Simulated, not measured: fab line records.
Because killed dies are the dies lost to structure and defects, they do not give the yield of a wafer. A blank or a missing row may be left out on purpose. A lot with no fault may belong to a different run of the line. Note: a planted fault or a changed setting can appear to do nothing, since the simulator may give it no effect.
Which tool was responsible? ; flow berkeleyCmos170 ; 42 wafers from 14 lots sampled at 5 of the route's 331 steps

## WHAT THE GAUGES SHOWED, per wafer
UCB170_NLDD_TW_MEAS_11.
lot;measured;on;NLDD_TW
L379;day 6 20:16;filmMetro-01;2228 2223 2242
L380;day 6 20:37;filmMetro-02;2199 2191 2186
L382;day 7 02:11;filmMetro-02;2214 2204 2209
L381;day 7 02:56;filmMetro-01;2229 2231 2212
L384;day 7 15:08;filmMetro-02;2206 2203 2209
L385;day 8 02:08;filmMetro-03;2210 2211 2219
L386;day 8 02:22;filmMetro-02;2199 2205 2198
L388;day 8 16:36;filmMetro-02;2194 2188 2185
L391;day 9 06:47;filmMetro-01;2227 2241 2226
L393;day 9 23:44;filmMetro-02;2187 2200 2194
L395;day 9 23:51;filmMetro-01;2220 2225 2224
L396;day 10 13:43;filmMetro-02;2183 2189 2188
L398;day 10 14:01;filmMetro-03;2190 2207 2199
L402;day 11 07:17;filmMetro-02;2203 2188 2200

UCB170_PSD_OVL_MEAS_07.
lot;measured;on;PSD_OVL (nm)
L379;day 7 01:06;overlay-02;-1 2 -1
L380;day 7 01:20;overlay-02;1 7 -2
L382;day 7 08:19;overlay-01;-1 -1 1
L381;day 7 08:32;overlay-02;2 -7 -5
L384;day 7 21:05;overlay-02;-12 -17 -20
L385;day 8 09:35;overlay-01;-7 -2 -2
L386;day 8 09:28;overlay-02;8 8 7
L388;day 9 00:08;overlay-01;0 9 5
L391;day 9 12:44;overlay-01;-5 -13 -7
L393;day 10 06:42;overlay-01;2 5 0
L395;day 10 06:38;overlay-02;-13 -1 -6
L396;day 10 19:58;overlay-01;-1 -2 2
L398;day 10 20:42;overlay-02;-2 -1 12
L402;day 11 12:46;overlay-01;-13 -2 -15

UCB170_SDANNEAL_RS_MEAS_05: a four-point-probe measurement.
lot;measured;on;NLDD_RS (ohm/sq)
L379;day 7 04:23;filmMetro-03;616.2 613.7 613.2
L380;day 7 04:43;filmMetro-02;613.2 612.4 614.7
L382;day 7 11:53;filmMetro-03;618.7 617.7 617.4
L381;day 7 12:35;filmMetro-01;617.3 615.9 616.9
L384;day 8 02:11;filmMetro-01;616.8 615.5 615.5
L385;day 8 13:13;filmMetro-01;618.8 618.6 615.3
L386;day 8 12:49;filmMetro-03;614.6 617.7 614.9
L388;day 9 05:02;filmMetro-02;618.5 618.0 618.9
L391;day 9 17:19;filmMetro-01;616.7 617.6 615.7
L393;day 10 11:37;filmMetro-03;615.3 615.9 616.1
L395;day 10 11:29;filmMetro-01;616.7 617.4 617.9
L396;day 11 00:40;filmMetro-02;616.8 617.9 616.5
L398;day 11 00:47;filmMetro-03;617.8 619.4 618.2
L402;day 11 16:29;filmMetro-03;617.2 617.0 616.7

UCB170_CONTACT_THK_MEAS_02.
lot;measured;on;CONTACT_PSG_THK (nm)
L379;day 7 08:28;filmMetro-04;687 690 690
L380;day 7 08:28;filmMetro-01;688 689 691
L382;day 7 14:20;filmMetro-04;700 698 694
L381;day 7 16:07;filmMetro-03;701 697 699
L384;day 8 05:04;filmMetro-01;699 697 695
L385;day 8 16:31;filmMetro-03;691 689 689
L386;day 8 15:16;filmMetro-04;705 698 698
L388;day 9 09:18;filmMetro-01;684 687 685
L391;day 9 19:46;filmMetro-03;691 694 697
L393;day 10 14:28;filmMetro-03;738 731 736
L395;day 10 13:56;filmMetro-04;696 688 692
L396;day 11 03:31;filmMetro-01;699 697 696
L398;day 11 04:43;filmMetro-04;750 749 747
L402;day 11 19:22;filmMetro-03;694 690 691

## WHICH TOOL RAN EACH LOT (tool, then ch and the chambers of the sampled wafers, then the start)
lot;UCB170_CONTACT_CVD_01
L379;lpcvd-01 ch 1, day 7 06:41
L380;lpcvd-01 ch 0, day 7 06:41
L382;lpcvd-02 ch 1, day 7 12:33
L381;lpcvd-02 ch 1, day 7 14:20
L384;lpcvd-02 ch 1, day 8 03:17
L385;lpcvd-02 ch 1, day 8 14:44
L386;lpcvd-01 ch 0, day 8 13:28
L388;lpcvd-02 ch 1, day 9 07:30
L391;lpcvd-01 ch 1, day 9 17:58
L393;lpcvd-01 ch 1, day 10 12:40
L395;lpcvd-02 ch 0, day 10 12:09
L396;lpcvd-02 ch 0, day 11 01:44
L398;lpcvd-01 ch 0, day 11 02:56
L402;lpcvd-02 ch 0, day 11 17:35
- UCB170_CONTACT_CVD_01: deposits PSG from SiH4/O2/PH3, target thk 700 nm, time 2820 s.

## AS READ BY THE TOOLS THEMSELVES (means over the sampled wafers that have a number; for cases with no such wafer, the mark the record gives instead)
UCB170_CONTACT_CVD_01.
lot;tool;sih4FlowSccm (sccm)
L379;lpcvd-01;60.10
L380;lpcvd-01;60.01
L382;lpcvd-02;60.03
L381;lpcvd-02;60.04
L384;lpcvd-02;59.96
L385;lpcvd-02;59.91
L386;lpcvd-01;59.98
L388;lpcvd-02;59.97
L391;lpcvd-01;59.95
L393;lpcvd-01;72.22
L395;lpcvd-02;60.04
L396;lpcvd-02;60.07
L398;lpcvd-01;72.25
L402;lpcvd-02;60.05

## THE ANSWER, worked out from the rows above alone
Rule: the usual values come from the lots themselves. The widest of any qualifying gaps counts: lots, ordered by their means at a reading, are off when they make up no more than a third of the lots, leave a main group of 4 or more, and stand apart from it by 3 or more times the standard deviation of that group's means. A main group is skipped when, at the precision printed for the reading in the tables above, its means are all equal. Also off: a lot with no number at a reading for which 4 or more lots have one. The other lots that the step has rows for count as sound. The gauges are gone through in route order, then the tools' own readings, and for those a lot's mean is taken as printed above. At the first step where some lot is off, the reading lying furthest off is the one used; lots without a number count as furthest.
Off: L393, L398, seen at UCB170_CONTACT_THK_MEAS_02 (CONTACT_PSG_THK). The main group has a mean of 694 nm with a standard deviation of 4.5.
A tool fits if, at a process step before that reading, it ran every lot that is off, and no sound lot after the first of them. Not tried: the gauges at UCB170_CONTACT_THK_MEAS_02; whatever is off there is also off at UCB170_CONTACT_CVD_01, on other tools, and gauge error can't account for it. One fits: lpcvd-01 at UCB170_CONTACT_CVD_01. Its last sound lot is L391 (day 9 17:58), its first lot that is off L393 (day 10 12:40): a fault that began between those two fits.
On the lots that are off, the tool's own readings at UCB170_CONTACT_CVD_01 differ by more than 5 times the standard deviation of the sound lots' means, which bears it out; sih4FlowSccm reads 72.23 sccm there versus 60.01 sccm on the sound lots.

## WHAT WAS PUT IN BY THE SIMULATOR
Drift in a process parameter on lpcvd-01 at UCB170_CONTACT_CVD_01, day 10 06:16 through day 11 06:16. Setting sih4FlowSccm, moved by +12, from 60. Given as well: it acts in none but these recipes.
Shown lots that were struck: L393, L398. The rule above found the same.
